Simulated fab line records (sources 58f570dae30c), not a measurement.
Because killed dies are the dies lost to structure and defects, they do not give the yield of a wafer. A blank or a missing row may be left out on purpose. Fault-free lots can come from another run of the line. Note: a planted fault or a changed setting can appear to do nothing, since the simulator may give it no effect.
Comparing a struck lot with a sound one :: flow berkeleyCmos170 :: 21 steps out of a route of 331
Sound: these wafers, L917.1, L917.3, L917.4. Wafers L925.2, L925.3, L925.4 were the ones struck. At the end, the cause is stated.
For every step that has rows: the tool of each side, followed by ch and its chambers, followed by its first start. Under that, the readings that differ: sound wafers :: struck wafers :: difference of the means :: sigmas: that difference in standard deviations of wafers without a fault.
alike: same words and numbers on both sides, and readings whose means sit less than 2 such deviations apart. not compared: any withheld reading, any reading some wafer has no value for, any bound like >300 that may hide the same value, and any number with overlapping values for which the record gives no deviation.
A row with sigmas, a row that says differs or no value, or rows on one side alone: a step with any of these is where the two part. Non-overlapping numbers with no deviation appear without sigmas and do not part them. Lack of a reading on every wafer of one side parts them only where that side has two or more wafers.

first, 1 step without rows for these wafers: UCB170_M3_PRE_CLEAN_00 (preclean etch time 60 s).
UCB170_M3_SPUTTER_01: material Al, target thk 900 nm, time 120 s.
  struck on pvdSputter-04, day 12 10:17; sound on pvdSputter-02, day 11 16:39
  alike: throttleValvePct
UCB170_M3_RS_MEAS_02: a four-point-probe measurement.
  struck on filmMetro-03, day 12 10:25; sound on filmMetro-04, day 11 16:44
  alike: M3_AL_RS
UCB170_M3_THK_MEAS_03: measures by xrf.
  struck on filmMetro-03, day 12 10:31; sound on filmMetro-04, day 11 16:51
  alike: M3_AL_THK
then, 3 steps without rows for these wafers: UCB170_M3_HMDS_04 (prime time 60 s); UCB170_M3_COAT_05 (resist thk 900 nm); UCB170_M3_SOFTBAKE_06 (time 60 s).
UCB170_M3_STRIP_07: strips in O2.
  sound on plasmaAsher-02 ch 0,1, day 11 17:22; struck on plasmaAsher-04 ch 0,1, day 12 11:01
  alike: drypumpMotorCurrentA, oesProductAu, stripTimeToEndpointS
  not compared: rfHoursCounterH
then, 4 steps without rows for these wafers: UCB170_M3_STRIP_08 (strips KrF in DMSO, time 600 s); UCB170_M3_COAT_09; UCB170_M3_COAT_10 (resist thk 900 nm); UCB170_M3_SOFTBAKE_11 (time 60 s).
UCB170_M3_EXPOSE_12: exposes mask METAL3, target cd 700 nm.
  sound on krfScanner-02 ch 0, day 11 18:08; struck on krfScanner-01 ch 0, day 12 13:49
reading: exposureDoseMJCm2
sound: 25.98 25.99 25.93
struck: 27.62 27.60 27.61
difference: +1.64
sigmas: +8
  alike: mask
then, 2 steps without rows for these wafers: UCB170_M3_PEB_13; UCB170_M3_DEVELOP_14 (develop time 45 s).
UCB170_M3_CD_MEAS_15: the cd target is 700 nm.
  struck on cdSem-01, day 12 14:39; sound on cdSem-01, day 11 19:02
reading: cdNm (nm)
sound: 699.2 700.0 701.4
struck: 692.4 692.9 692.5
difference: -7.6
sigmas: -5
  not compared: hold
UCB170_M3_OVL_MEAS_16:
  struck on overlay-02, day 12 18:31; sound on overlay-02, day 11 19:10
reading: hold
sound: - - -
struck: awaitDispo/3.8h/release awaitDispo/3.8h/release awaitDispo/3.8h/release
difference: no value on the sound wafers
sigmas: 
  alike: M3_OVL
UCB170_M3_ETCH_17: etches BARC in N2/H2.
  sound on rieDiel-01 ch 0,2,3, day 11 19:12; struck on rieDiel-02 ch 0,1,3, day 12 18:33
reading: model.M3.cdNm (nm)
sound: 698.6 700.1 701.9
struck: 691.7 693.4 693.2
difference: -7.4
sigmas: 
  alike: drypumpMotorCurrentA, oesProductAu, throttleValvePct
UCB170_M3_METAL_ETCH_18: etches Al in Cl2/BCl3, stops on SiO2, target depth 1170 nm, time 195 s.
  sound on rieMetal-04 ch 0,1, day 11 19:14; struck on rieMetal-01 ch 0,1, day 12 18:35
reading: model.M3.cdNm (nm)
sound: 697.8 708.5 700.2
struck: 689.3 691.3 691.8
difference: -11.4
sigmas: 
  alike: bcl3FlowSccm, drypumpMotorCurrentA, oesProductAu, throttleValvePct
  not compared: rfHoursCounterH
UCB170_M3_STRIP_19: strips in O2.
  sound on plasmaAsher-04 ch 0,1, day 11 19:26; struck on plasmaAsher-04 ch 0,1, day 12 18:47
  alike: drypumpMotorCurrentA, oesProductAu
  not compared: rfHoursCounterH
UCB170_M3_PROBE_99:
  the record has rows for the struck wafers here (prober-02, day 12 19:10) and none for the sound ones

WHERE THEY PART
At UCB170_M3_EXPOSE_12 first; at UCB170_M3_PROBE_99 last (within this record only).

WHY: what the simulator had put in
Process parameters drifting: krfScanner-01 at UCB170_M3_EXPOSE_12, beginning at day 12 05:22. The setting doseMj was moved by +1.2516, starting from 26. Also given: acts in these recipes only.
